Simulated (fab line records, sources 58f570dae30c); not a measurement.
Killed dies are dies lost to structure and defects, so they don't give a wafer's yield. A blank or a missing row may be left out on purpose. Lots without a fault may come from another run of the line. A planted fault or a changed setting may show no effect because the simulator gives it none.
A struck lot beside a sound one | flow berkeley_cmos170 | 43 steps out of a route of 331
Sound: wafers L404.2, L404.4, L404.5. Struck: wafers L424.2, L424.6. The cause comes at the end.
At each step with rows: each side's tool, then ch and its chambers, then its first start. Under that, the readings that differ: sound wafers | struck wafers | difference of the means | sigmas: that difference in standard deviations of wafers without a fault.
alike: readings whose means differ by less than 2 such deviations, and words and numbers that are the same on both sides. not compared: withheld readings, readings that some wafer has no value for, bounds like >300 that may hide the same value, and numbers for which the record gives no deviation and whose values overlap.
The two part at a step that has a row with sigmas, a row that says differs or no value, or rows on one side only. Numbers that don't overlap but have no deviation are shown without sigmas and don't part them. A reading that every wafer of one side lacks parts them only if that side has two wafers or more.

first, 5 steps without rows for these wafers: UCB170_NWELL_COAT_07 (resist thk 900 nm); UCB170_NWELL_SOFTBAKE_08 (time 60 s); UCB170_NWELL_EXPOSE_09 (exposes mask NWELL, target cd 3000 nm); UCB170_NWELL_PEB_10; UCB170_NWELL_DEVELOP_11 (develop time 45 s).
UCB170_NWELL_OVL_MEAS_12:
  sound on overlay-01, day 2 10:17; struck on overlay-01, day 6 18:32
  alike: NWELL_OVL
UCB170_NWELL_ETCH_13: etches Si3N4 in CH3F/Ar/O2, stops on SiO2, target depth 246.4 nm, time 154 s.
  sound on rie_diel-01 ch 0,1,2, day 2 10:19; struck on rie_diel-04 ch 2,3, day 6 18:34
  alike: drypump_motor_current_A, oes_product_au, throttle_valve_pct
  not compared: rf_hours_counter_h
then, 1 step without rows for these wafers: UCB170_NWELL_IMPLANT_14.
UCB170_NWELL_STRIP_15: strips in O2.
  sound on plasma_asher-01 ch 0,1, day 2 10:35; struck on plasma_asher-01 ch 1, day 6 18:50
  reading                      | sound             | struck      | difference | sigmas
  strip_time_to_endpoint_s (s) | 18.14 18.13 18.27 | 17.88 17.99 | -0.25      | -2
  alike: drypump_motor_current_A, oes_product_au
  not compared: rf_hours_counter_h
UCB170_NWELL_TW_MEAS_16:
  sound on film_metro-03, day 2 10:41; struck on film_metro-03, day 6 18:56
  alike: NWELL_TW
then, 2 steps without rows for these wafers: UCB170_NWELL_CLEAN_17 (cleans in SPM, time 600 s); UCB170_NWELL_WET_ETCH_18 (etches Si3N4 in H3PO4, time 14400 s).
UCB170_NWELL_WET_ETCH_19: etches SiO2 in BOE, time 22 s.
  sound on wet_bench-01 ch 1, day 2 15:07; struck on wet_bench-04 ch 0, day 6 23:36
then, 3 steps without rows for these wafers: UCB170_PWELL_CLEAN_00 (cleans in SPM, time 600 s); UCB170_PWELL_CLEAN_01 (cleans in dHF, time 60 s); UCB170_PWELL_OXIDATION_02 (target thk 26.4 nm, ox time 1260 s).
UCB170_PWELL_THK_MEAS_03:
  sound on film_metro-04, day 2 18:52; struck on film_metro-03, day 7 06:33
  alike: PWELL_OXIDE_THK
then, 2 steps without rows for these wafers: UCB170_PWELL_ANNEAL_04 (time 900 s); UCB170_PWELL_CVD_05 (deposits Si3N4 from SiH2Cl2/NH3, target thk 220 nm, time 3300 s).
UCB170_PWELL_THK_MEAS_06:
  sound on film_metro-04, day 2 23:14; struck on film_metro-02, day 7 13:49
  alike: PWELL_NITRIDE_THK
then, 6 steps without rows for these wafers: UCB170_PWELL_HMDS_07 (prime time 60 s); UCB170_PWELL_COAT_08 (resist thk 900 nm); UCB170_PWELL_SOFTBAKE_09 (time 60 s); UCB170_PWELL_EXPOSE_10 (exposes mask PWELL, target cd 3000 nm); UCB170_PWELL_PEB_11; UCB170_PWELL_DEVELOP_12 (develop time 45 s).
UCB170_PWELL_OVL_MEAS_13:
  sound on overlay-01, day 3 00:42; struck on overlay-02, day 7 15:05
  alike: PWELL_OVL
UCB170_PWELL_ETCH_14: etches Si3N4 in CH3F/Ar/O2, stops on SiO2, target depth 242 nm, time 151 s.
  sound on rie_diel-03 ch 0,2, day 3 00:44; struck on rie_diel-03 ch 0,1, day 7 15:07
  alike: drypump_motor_current_A, oes_product_au, throttle_valve_pct
  not compared: rf_hours_counter_h
then, 1 step without rows for these wafers: UCB170_PWELL_IMPLANT_15.
UCB170_PWELL_STRIP_16: strips in O2.
  sound on plasma_asher-03 ch 0,1, day 3 00:59; struck on plasma_asher-01 ch 0,1, day 7 15:22
  alike: drypump_motor_current_A, oes_product_au, strip_time_to_endpoint_s
  not compared: rf_hours_counter_h
UCB170_PWELL_TW_MEAS_17:
  sound on film_metro-03, day 3 01:05; struck on film_metro-04, day 7 15:29
  alike: PWELL_TW
then, 5 steps without rows for these wafers: UCB170_PWELL_CLEAN_18 (cleans in SPM, time 600 s); UCB170_PWELL_WET_ETCH_19 (etches Si3N4 in H3PO4, time 14400 s); UCB170_PWELL_WET_ETCH_20 (etches SiO2 in BOE, time 22 s); UCB170_WELLDRIVE_CLEAN_00 (cleans in SPM, time 600 s); UCB170_WELLDRIVE_OXIDATION_01 (target thk 199 nm, ox time 9000 s).
UCB170_WELLDRIVE_THK_MEAS_02:
  sound on film_metro-03, day 3 12:35; struck on film_metro-01, day 8 01:17
  alike: WELLDRIVE_OXIDE_THK
then, 5 steps without rows for these wafers: UCB170_WELLDRIVE_ANNEAL_03 (time 900 s); UCB170_WELLDRIVE_WET_ETCH_04 (etches SiO2 in BOE, time 120 s); UCB170_ACTIVE_CLEAN_00 (cleans in SPM, time 600 s); UCB170_ACTIVE_CLEAN_01 (cleans in dHF, time 60 s); UCB170_ACTIVE_OXIDATION_02 (target thk 26.4 nm, ox time 1260 s).
-- the record jumps here: 4 days lie between the struck wafers' starts before and after (it left off in module ACTIVE and takes up again in module M3, whose first step shown is number 331 of the route) --
UCB170_M3_PROBE_99:
  the record has rows for the struck wafers here (prober-01, day 12 05:08) and none for the sound ones

WHERE THEY PART
First at UCB170_NWELL_STRIP_15; last, within this record, at UCB170_M3_PROBE_99.

WHY: what the simulator had put in
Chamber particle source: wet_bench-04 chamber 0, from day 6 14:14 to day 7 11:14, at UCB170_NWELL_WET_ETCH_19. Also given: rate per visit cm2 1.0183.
